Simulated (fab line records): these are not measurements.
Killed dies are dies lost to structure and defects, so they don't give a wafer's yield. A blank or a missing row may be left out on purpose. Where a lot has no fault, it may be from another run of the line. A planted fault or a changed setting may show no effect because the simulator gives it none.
Commonality check across tools / flow rit-cmos / 14 lots and 42 wafers in the sample

WHY IT WAS OPENED
At RIT_PWELL_TW_MEAS_10 the reading PWELL_TW is flagged on 2 of 14 lots. Fault-free wafers read 957, with a standard deviation of 8.5.
Rule: a lot is flagged in two cases, either no wafer of it has a number, or all its wafers with numbers fall more than 4 standard deviations from that mean. All remaining lots are regarded as sound.

lot=L131; measured=day 1 22:59; on=film-metro-01; PWELL_TW, wafer by wafer=968 961 961; flag=
lot=L132; measured=day 2 03:28; on=film-metro-04; PWELL_TW, wafer by wafer=971 966 965; flag=
lot=L133; measured=day 2 08:46; on=film-metro-01; PWELL_TW, wafer by wafer=959 963 954; flag=
lot=L134; measured=day 2 14:49; on=film-metro-04; PWELL_TW, wafer by wafer=962 965 959; flag=
lot=L135; measured=day 2 19:25; on=film-metro-04; PWELL_TW, wafer by wafer=965 966 964; flag=
lot=L136; measured=day 3 01:17; on=film-metro-04; PWELL_TW, wafer by wafer=963 963 958; flag=
lot=L140; measured=day 3 19:38; on=film-metro-04; PWELL_TW, wafer by wafer=1146 1145 1156; flag=FLAGGED
lot=L143; measured=day 4 10:41; on=film-metro-01; PWELL_TW, wafer by wafer=1151 1150 1153; flag=FLAGGED
lot=L146; measured=day 5 03:46; on=film-metro-04; PWELL_TW, wafer by wafer=950 947 951; flag=
lot=L147; measured=day 5 07:28; on=film-metro-02; PWELL_TW, wafer by wafer=945 944 946; flag=
lot=L149; measured=day 5 16:23; on=film-metro-01; PWELL_TW, wafer by wafer=960 961 961; flag=
lot=L150; measured=day 5 21:43; on=film-metro-04; PWELL_TW, wafer by wafer=952 954 955; flag=
lot=L151; measured=day 6 03:21; on=film-metro-01; PWELL_TW, wafer by wafer=963 961 966; flag=
lot=L153; measured=day 6 12:34; on=film-metro-04; PWELL_TW, wafer by wafer=952 951 952; flag=
The numbers of the flagged lots are 1150 on average: +193 against the usual, or +23 standard deviations.

LOT BY LOT: THE TOOL USED
The record keeps 1 process step preceding the reading, out of 202 steps on the route. Each cell gives the tool, then ch followed by the chambers the sampled wafers passed through, then the start.
lot=L131; flag=; RIT_PWELL_IMPLANT_08=implanter-01 ch 0, day 1 22:42
lot=L132; flag=; RIT_PWELL_IMPLANT_08=implanter-01 ch 0, day 2 03:09
lot=L133; flag=; RIT_PWELL_IMPLANT_08=implanter-04 ch 0, day 2 08:28
lot=L134; flag=; RIT_PWELL_IMPLANT_08=implanter-03 ch 0, day 2 14:30
lot=L135; flag=; RIT_PWELL_IMPLANT_08=implanter-04 ch 0, day 2 19:06
lot=L136; flag=; RIT_PWELL_IMPLANT_08=implanter-03 ch 0, day 3 00:58
lot=L140; flag=FLAGGED; RIT_PWELL_IMPLANT_08=implanter-03 ch 0, day 3 19:20
lot=L143; flag=FLAGGED; RIT_PWELL_IMPLANT_08=implanter-03 ch 0, day 4 10:22
lot=L146; flag=; RIT_PWELL_IMPLANT_08=implanter-01 ch 0, day 5 03:27
lot=L147; flag=; RIT_PWELL_IMPLANT_08=implanter-01 ch 0, day 5 07:09
lot=L149; flag=; RIT_PWELL_IMPLANT_08=implanter-01 ch 0, day 5 16:04
lot=L150; flag=; RIT_PWELL_IMPLANT_08=implanter-04 ch 0, day 5 21:24
lot=L151; flag=; RIT_PWELL_IMPLANT_08=implanter-04 ch 0, day 6 03:01
lot=L153; flag=; RIT_PWELL_IMPLANT_08=implanter-04 ch 0, day 6 12:17
What is done by these steps:
- RIT_PWELL_IMPLANT_08
- RIT_PWELL_TW_MEAS_10

FLAGGED AGAINST TOTAL, ONE TOOL AT A TIME (gauges that did the reading follow at the end)
step=RIT_PWELL_IMPLANT_08; tool=implanter-01; lots run=5; flagged=0; share of the flagged lots=none; sound lots run after its first flagged lot=-
step=RIT_PWELL_IMPLANT_08; tool=implanter-03; lots run=4; flagged=2; share of the flagged lots=all; sound lots run after its first flagged lot=0
step=RIT_PWELL_IMPLANT_08; tool=implanter-04; lots run=5; flagged=0; share of the flagged lots=none; sound lots run after its first flagged lot=-
step=RIT_PWELL_TW_MEAS_10; tool=film-metro-01; lots run=5; flagged=1; share of the flagged lots=some; sound lots run after its first flagged lot=2 (L149,L151)
step=RIT_PWELL_TW_MEAS_10; tool=film-metro-02; lots run=1; flagged=0; share of the flagged lots=none; sound lots run after its first flagged lot=-
step=RIT_PWELL_TW_MEAS_10; tool=film-metro-04; lots run=8; flagged=1; share of the flagged lots=some; sound lots run after its first flagged lot=3 (L146,L150,L153)

WHAT THE TABLE PERMITS
In the table, 1 row covers all flagged lots: implanter-03 at RIT_PWELL_IMPLANT_08.
- implanter-03 at RIT_PWELL_IMPLANT_08: 2 of its 4 lots flagged. A fault beginning between L136 (day 3 00:58), its last sound lot, and L140 (day 3 19:20), its first flagged one, fits the data. Its own readings (dose-ions-cm2, faraday-current-uA) fall more than 4 standard deviations out on all wafers of the flagged lots.
Left over: one tool, implanter-03 at RIT_PWELL_IMPLANT_08.

WHAT WAS PUT IN BY THE SIMULATOR
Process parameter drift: implanter-03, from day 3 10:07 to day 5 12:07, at RIT_PWELL_IMPLANT_08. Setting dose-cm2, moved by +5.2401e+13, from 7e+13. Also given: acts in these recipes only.
Struck lots among those shown: L140, L143. The rule above reached the same finding.
